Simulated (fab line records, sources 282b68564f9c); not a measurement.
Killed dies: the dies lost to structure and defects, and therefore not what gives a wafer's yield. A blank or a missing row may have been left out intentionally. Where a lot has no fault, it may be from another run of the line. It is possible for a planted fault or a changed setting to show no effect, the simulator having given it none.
Comparing a struck lot with a sound one | flow rit-cmos | 17 out of 202 route steps
Sound: wafers L602.2, L602.3, L602.6. Struck: wafer L611.4 (L611.1, L611.3, from the same lot, were not struck and are left out); the cause is given at the end.
For every step that has rows: the tool of each side, followed by ch and its chambers, followed by its first start. Under that, the readings that differ: sound wafers | struck wafers | difference of the means | sigmas: that difference in standard deviations of wafers without a fault.
alike: readings whose means differ by less than 2 such deviations, and words and numbers that are the same on both sides. not compared: withheld readings, readings that some wafer has no value for, bounds like >300 that may hide the same value, and numbers for which the record gives no deviation and whose values overlap.
The two part at a step that has a row with sigmas, a row that says differs or no value, or rows on one side only. Non-overlapping numbers with no deviation appear without sigmas and do not part them. Lack of a reading on every wafer of one side parts them only where that side has two or more wafers.

RIT_M1_SPUTTER_00: material Al, target thk 400 nm, time 500 s.
  sound on pvd-sputter-03, day 4 11:32; struck on pvd-sputter-01, day 6 08:55
  alike: throttle-valve-pct
RIT_M1_RS_MEAS_01: the measuring method here is four-point-probe.
  sound on film-metro-02, day 4 11:51; struck on film-metro-03, day 6 09:13
  alike: M1_AL_RS
RIT_M1_THK_MEAS_02: measures by xrf.
  sound on film-metro-02, day 4 11:58; struck on film-metro-03, day 6 09:20
  alike: M1_AL_THK
then, 6 steps without rows for these wafers: RIT_M1_HMDS_03 (prime time 60 s); RIT_M1_COAT_04 (resist thk 1317 nm); RIT_M1_SOFTBAKE_05 (time 60 s); RIT_M1_EXPOSE_06 (exposes mask M12, target cd 2600 nm); RIT_M1_PEB_07; RIT_M1_DEVELOP_08 (develop time 68 s).
RIT_M1_CD_MEAS_09 targets a cd of 2600 nm.
  sound on cd-sem-01, day 4 12:55; struck on cd-sem-01, day 6 10:16
  alike: cd-nm
RIT_M1_OVL_MEAS_10:
  sound on overlay-02, day 4 13:01; struck on overlay-01, day 6 10:23
  alike: M1_OVL
then, 1 step without rows for these wafers: RIT_M1_HARDBAKE_11 (time 120 s).
RIT_M1_METAL_ETCH_12: etches Al in Cl2/BCl3, stops on SiO2, time 165 s, target depth 600 nm.
  sound on rie-metal-03 ch 0, day 4 13:17; struck on rie-metal-03 ch 0, day 6 10:50
  reading                                  | sound             | struck | difference | sigmas
  rf-fwd-power-W (W)                       | 248.4 248.1 248.3 | 422.5  | +174.2     | +99 or more
  model.NOVOLAK_of_M1_COAT_04.thk-nm (nm)  | 821.5 824.8 822.4 | 593.3  | -229.6     |
  model.M1.cd-nm (nm)                      | 2599 2601 2598    | 2557   | -42        |
  model.SiO2_of_CONTACT_CVD_00.thk-nm (nm) | 362.1 361.8 374   | 340.2  | -25.8      |
  alike: bcl3-flow-sccm, drypump-motor-current-A, oes-product-au, throttle-valve-pct
  not compared: rf-hours-counter-h
then, 1 step without rows for these wafers: RIT_M1_STRIP_13 (strips in nmp, time 600 s).
RIT_M1_STRIP_14: strips in O2, time 180 s.
  sound on plasma-asher-04 ch 0, day 4 13:38; struck on plasma-asher-03 ch 0, day 6 11:10
  reading                     | sound       | struck | difference | sigmas
  drypump-motor-current-A (A) | 4.9 4.9 4.9 | 5.8    | +0.9       | +3
  not compared: rf-hours-counter-h
RIT_M1_CD_MEAS_90 targets a cd of 2600 nm.
  sound on cd-sem-01, day 4 13:50; struck on cd-sem-01, day 6 11:38
  reading    | sound                | struck | difference | sigmas
  cd-nm (nm) | 2599.1 2601.1 2598.4 | 2556.7 | -42.8      | -18
  not compared: hold
RIT_M1_PROBE_99:
  sound on prober-01, day 4 15:37; struck on prober-01, day 6 16:00
  reading                  | sound             | struck | difference | sigmas
  defect-limited-yield (%) | 98.5 98.9 98.5    | 96.2   | -2.4       | -2
  killed-at-front-end      | 4 3 4             | 10     | +6         | +2
  killed-dies              | 4 3 4             | 10     | +6         | +2
  killed-short             | 3 1 2             | 6      | +4         | +2
  sort-n-pass              | 260.0 261.0 260.0 | 254.0  | -6.3       | -2
  sort-yield-pct (%)       | 98.5 98.9 98.5    | 96.2   | -2.4       | -2
  alike: killed-at-contacts, killed-open, sort_bin_3_pad_short, sort_bin_5_function, sort_bin_6_memory

## WHERE THEY PART
Earliest at RIT_M1_METAL_ETCH_12; latest, in this record, at RIT_M1_PROBE_99.

WHY: the cause the simulator had injected
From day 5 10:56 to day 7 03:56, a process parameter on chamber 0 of rie-metal-03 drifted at RIT_M1_METAL_ETCH_12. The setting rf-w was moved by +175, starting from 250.
